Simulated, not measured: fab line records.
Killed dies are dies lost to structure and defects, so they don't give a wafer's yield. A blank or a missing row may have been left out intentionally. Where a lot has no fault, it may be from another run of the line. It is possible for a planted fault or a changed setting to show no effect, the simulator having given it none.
The tool behind it: which one? + flow berkeley-cmos170 + 14 lots with 42 wafers sampled at 3 steps, on a route of 331 steps

WHAT THE GAUGES READ, wafer by wafer
UCB170_GATE_THK_MEAS_02.
| lot  | measured     | on            | GATE_OXIDE_THK (nm) |
|------|--------------|---------------|---------------------|
| L166 | day 7 03:46  | film-metro-03 | 6.58 6.46 6.42      |
| L167 | day 7 14:38  | film-metro-02 | 6.50 6.55 6.48      |
| L170 | day 8 01:05  | film-metro-03 | 6.70 6.74 6.60      |
| L171 | day 8 01:05  | film-metro-02 | 6.56 6.51 6.71      |
| L177 | day 8 17:07  | film-metro-03 | 6.51 6.54 6.40      |
| L176 | day 9 00:56  | film-metro-02 | 6.63 6.58 6.70      |
| L179 | day 9 16:27  | film-metro-02 | 6.56 6.57 6.49      |
| L180 | day 10 01:22 | film-metro-03 | 6.64 6.65 6.78      |
| L182 | day 10 01:22 | film-metro-02 | 6.51 6.52 6.61      |
| L181 | day 10 01:26 | film-metro-04 | 6.49 6.39 6.47      |
| L184 | day 10 16:34 | film-metro-03 | 6.73 6.72 6.52      |
| L185 | day 10 16:35 | film-metro-02 | 6.61 6.63 6.61      |
| L188 | day 11 09:12 | film-metro-04 | 6.50 6.55 6.59      |
| L189 | day 11 16:45 | film-metro-04 | 6.59 6.63 6.74      |

UCB170_PSD_OVL_MEAS_07.
| lot  | measured     | on         | PSD_OVL (nm) |
|------|--------------|------------|--------------|
| L166 | day 8 05:43  | overlay-01 | 6 11 5       |
| L167 | day 8 13:20  | overlay-02 | 13 3 3       |
| L170 | day 9 00:44  | overlay-01 | 2 -2 8       |
| L171 | day 9 00:37  | overlay-02 | 3 9 12       |
| L177 | day 9 20:59  | overlay-02 | 11 1 10      |
| L176 | day 9 21:17  | overlay-02 | 0 -5 2       |
| L179 | day 10 12:43 | overlay-02 | 2 0 1        |
| L180 | day 11 03:26 | overlay-02 | 10 11 6      |
| L182 | day 11 03:42 | overlay-02 | 3 0 5        |
| L181 | day 11 03:09 | overlay-01 | -2 1 5       |
| L184 | day 11 15:26 | overlay-02 | -4 -3 4      |
| L185 | day 11 15:47 | overlay-01 | 4 0 4        |
| L188 | day 12 04:57 | overlay-01 | 0 -1 8       |
| L189 | day 12 17:04 | overlay-02 | -2 5 0       |

EACH LOT AND THE TOOL THAT RAN IT (in order: tool; ch and the chambers of the sampled wafers; start)
| lot  | UCB170_GATE_STRIP_16                 |
|------|--------------------------------------|
| L166 | plasma-asher-02 ch 0,1, day 7 12:17  |
| L167 | plasma-asher-01 ch 0,1, day 7 23:42  |
| L170 | plasma-asher-03 ch 0,1, day 8 08:39  |
| L171 | plasma-asher-02 ch 0,1, day 8 08:14  |
| L177 | plasma-asher-03 ch 0,1, day 9 08:50  |
| L176 | plasma-asher-01 ch 0, day 9 09:19    |
| L179 | plasma-asher-02 ch 0,1, day 10 01:03 |
| L180 | plasma-asher-01 ch 0,1, day 10 12:28 |
| L182 | plasma-asher-03 ch 0,1, day 10 12:23 |
| L181 | plasma-asher-01 ch 0,1, day 10 12:10 |
| L184 | plasma-asher-02 ch 0,1, day 11 03:10 |
| L185 | plasma-asher-02 ch 0,1, day 11 02:46 |
| L188 | plasma-asher-03 ch 0,1, day 11 16:03 |
| L189 | plasma-asher-01 ch 0,1, day 12 03:31 |
- UCB170_GATE_STRIP_16: strips in O2.

WHAT THE TOOLS THEMSELVES READ (means of the sampled wafers that have a number; where no wafer has one, the mark that the record gives instead)
UCB170_GATE_STRIP_16.
| lot  | tool            | chamber-pressure-mTorr (mTorr) | drypump-motor-current-A (A) | oes-product-au (a.u.) |
|------|-----------------|--------------------------------|-----------------------------|-----------------------|
| L166 | plasma-asher-02 | 3499                           | 6.3                         | 0.727                 |
| L167 | plasma-asher-01 | 3501                           | 6.1                         | 0.723                 |
| L170 | plasma-asher-03 | 3500                           | 6.1                         | 0.725                 |
| L171 | plasma-asher-02 | 3499                           | 6.2                         | 0.731                 |
| L177 | plasma-asher-03 | 3499                           | 6.0                         | 0.721                 |
| L176 | plasma-asher-01 | 3504                           | 5.6                         | 0.725                 |
| L179 | plasma-asher-02 | 3502                           | 6.3                         | 0.727                 |
| L180 | plasma-asher-01 | 3495                           | 6.1                         | 0.722                 |
| L182 | plasma-asher-03 | 3497                           | 6.0                         | 0.723                 |
| L181 | plasma-asher-01 | 3497                           | 6.1                         | 0.721                 |
| L184 | plasma-asher-02 | 3501                           | 6.2                         | 0.726                 |
| L185 | plasma-asher-02 | 3502                           | 6.1                         | 0.720                 |
| L188 | plasma-asher-03 | 3500                           | 5.9                         | 0.722                 |
| L189 | plasma-asher-01 | 3500                           | 6.1                         | 0.726                 |

THE ANSWER, worked out from the rows above alone
Rule: what is usual is taken from the lots themselves. Put in order of their means at a reading, lots are off if they are a third of the lots or fewer, leave a main group of 4 or more, and stand apart from it by a gap of 3 or more times the standard deviation of the main group's means; of several such gaps the widest counts. A main group is skipped when, at the precision printed for the reading in the tables above, its means are all equal. A lot without any number at a reading at which 4 lots or more have one is off too. The other lots that the step has rows for count as sound. After the gauges, taken in route order, come the tools' own readings; for these a lot's mean is taken, as printed above. The first step at which some lot is off is used, and at that step the reading that is off furthest; a lot without a number counts as furthest.
No lot is off on any of the readings shown, so nothing can be concluded from this.

WHAT THE SIMULATOR PUT IN
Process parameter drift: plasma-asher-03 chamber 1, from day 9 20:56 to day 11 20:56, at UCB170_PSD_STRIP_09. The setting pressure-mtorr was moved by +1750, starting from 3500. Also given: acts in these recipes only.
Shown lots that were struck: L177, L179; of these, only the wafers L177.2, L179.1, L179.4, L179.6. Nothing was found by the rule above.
